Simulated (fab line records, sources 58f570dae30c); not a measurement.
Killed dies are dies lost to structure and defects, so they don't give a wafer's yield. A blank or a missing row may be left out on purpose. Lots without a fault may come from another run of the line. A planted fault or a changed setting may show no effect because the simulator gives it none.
A struck lot beside a sound one | flow berkeley_cmos170 | 25 steps out of a route of 331
Sound: wafers L115.1, L115.2, L115.3. Struck: wafer L125.3. (L125.2, L125.4 of the same lot were not struck and are left out.) The cause comes at the end.
At each step with rows: each side's tool, then ch and its chambers, then its first start. Under that, the readings that differ: sound wafers | struck wafers | difference of the means | sigmas: that difference in standard deviations of wafers without a fault.
alike: readings whose means differ by less than 2 such deviations, and words and numbers that are the same on both sides. not compared: withheld readings, readings that some wafer has no value for, bounds like >300 that may hide the same value, and numbers for which the record gives no deviation and whose values overlap.
The two part at a step that has a row with sigmas, a row that says differs or no value, or rows on one side only. Numbers that don't overlap but have no deviation are shown without sigmas and don't part them. A reading that every wafer of one side lacks parts them only if that side has two wafers or more.

first, 3 steps without rows for these wafers: UCB170_M1_EXPOSE_06 (exposes mask METAL1, target cd 700 nm); UCB170_M1_PEB_07; UCB170_M1_DEVELOP_08 (develop time 45 s).
UCB170_M1_CD_MEAS_09: target cd 700 nm.
  sound on cd_sem-02, day 7 19:10; struck on cd_sem-02, day 9 18:35
  reading    | sound             | struck | difference | sigmas
  cd_nm (nm) | 698.6 699.7 698.4 | 703.0  | +4.1       | +3
UCB170_M1_OVL_MEAS_10:
  sound on overlay-02, day 7 19:17; struck on overlay-01, day 9 18:42
  alike: M1_OVL
UCB170_M1_ETCH_11: etches BARC in N2/H2.
  sound on rie_diel-04 ch 1,2,3, day 7 19:19; struck on rie_diel-02 ch 1, day 9 18:44
  alike: drypump_motor_current_A, oes_product_au, throttle_valve_pct
UCB170_M1_METAL_ETCH_12: etches Al in Cl2/BCl3, stops on PSG, target depth 780 nm, time 130 s.
  sound on rie_metal-01 ch 0,1, day 7 19:22; struck on rie_metal-04 ch 0, day 9 18:46
  alike: drypump_motor_current_A, oes_product_au, throttle_valve_pct
  not compared: rf_hours_counter_h
UCB170_M1_STRIP_13: strips in O2.
  sound on plasma_asher-02 ch 0,1, day 7 19:29; struck on plasma_asher-02 ch 0, day 9 18:55
  alike: drypump_motor_current_A, oes_product_au
  not compared: rf_hours_counter_h
UCB170_M1_CD_MEAS_90: target cd 700 nm.
  sound on cd_sem-01, day 7 19:35; struck on cd_sem-01, day 9 19:02
  alike: cd_nm
then, 1 step without rows for these wafers: UCB170_M1_ANNEAL_14 (time 1200 s).
UCB170_V1_CVD_00: deposits SiO2 from TEOS/O2, target thk 2000 nm, time 250 s.
  sound on pecvd-04 ch 0,1,2, day 7 22:38; struck on pecvd-01 ch 0, day 9 20:44
  alike: heater_power_w, susceptor_temp_C
UCB170_V1_THK_MEAS_01:
  sound on film_metro-02, day 7 22:48; struck on film_metro-03, day 9 20:54
  alike: V1_TEOS_THK
UCB170_V1_CMP_02: polishes SiO2.
  sound on cmp-02 ch 0,2,3, day 7 22:52; struck on cmp-02 ch 0, day 9 20:57
  reading                             | sound           | struck | difference | sigmas
  model.SiO2_of_V1_CVD_00.thk_nm (nm) | 1001 997.5 1002 | 1351   | +351       |
  alike: motor_current_A
UCB170_V1_BOW_MEAS_03:
  sound on film_metro-01, day 7 23:10; struck on film_metro-02, day 9 21:33
  not compared: hold, V1_BOW
UCB170_V1_THK_MEAS_04:
  sound on film_metro-01, day 7 23:17; struck on film_metro-02, day 9 23:19
  reading              | sound               | struck | difference | sigmas
  V1_POLISHED_THK (nm) | 1001.1 998.0 1000.5 | 1350.7 | +350.8     | +99 or more
  not compared: hold
then, 6 steps without rows for these wafers: UCB170_V1_HMDS_06 (prime time 60 s); UCB170_V1_COAT_07 (resist thk 900 nm); UCB170_V1_SOFTBAKE_08 (time 60 s); UCB170_V1_EXPOSE_09 (exposes mask VIA1, target cd 700 nm); UCB170_V1_PEB_10; UCB170_V1_DEVELOP_11 (develop time 45 s).
UCB170_V1_CD_MEAS_12: target cd 700 nm.
  sound on cd_sem-01, day 8 04:31; struck on cd_sem-01, day 10 05:40
  alike: cd_nm
UCB170_V1_OVL_MEAS_13:
  sound on overlay-02, day 8 04:38; struck on overlay-01, day 10 05:46
  alike: V1_OVL
UCB170_V1_ETCH_14: etches SiO2 in CHF3/CF4/Ar, stops on Al, target depth 1250 nm, time 291 s.
  sound on rie_diel-03 ch 0,1,3, day 8 04:41; struck on rie_diel-01 ch 2, day 10 05:47
  reading                        | sound             | struck | difference | sigmas
  oes_product_au (a.u.)          | 0.869 0.865 0.884 | 0.997  | +0.124     | +9
  model.etch.depth_nm (nm)       | 1001 997.5 1002   | 1266   | +266       |
  model.V1.feature_depth_nm (nm) | 1001 997.7 1002   | 1266   | +266       |
  alike: drypump_motor_current_A, throttle_valve_pct
  not compared: rf_hours_counter_h
UCB170_V1_STRIP_15: strips in O2.
  sound on plasma_asher-01 ch 0,1, day 8 04:51; struck on plasma_asher-02 ch 0, day 10 05:58
  alike: drypump_motor_current_A, oes_product_au, strip_time_to_endpoint_s
  not compared: rf_hours_counter_h

WHERE THEY PART
First at UCB170_M1_CD_MEAS_09; last, within this record, at UCB170_V1_ETCH_14. Later steps at which nothing parts them and some readings are alike: UCB170_V1_STRIP_15.

WHY: what the simulator had put in
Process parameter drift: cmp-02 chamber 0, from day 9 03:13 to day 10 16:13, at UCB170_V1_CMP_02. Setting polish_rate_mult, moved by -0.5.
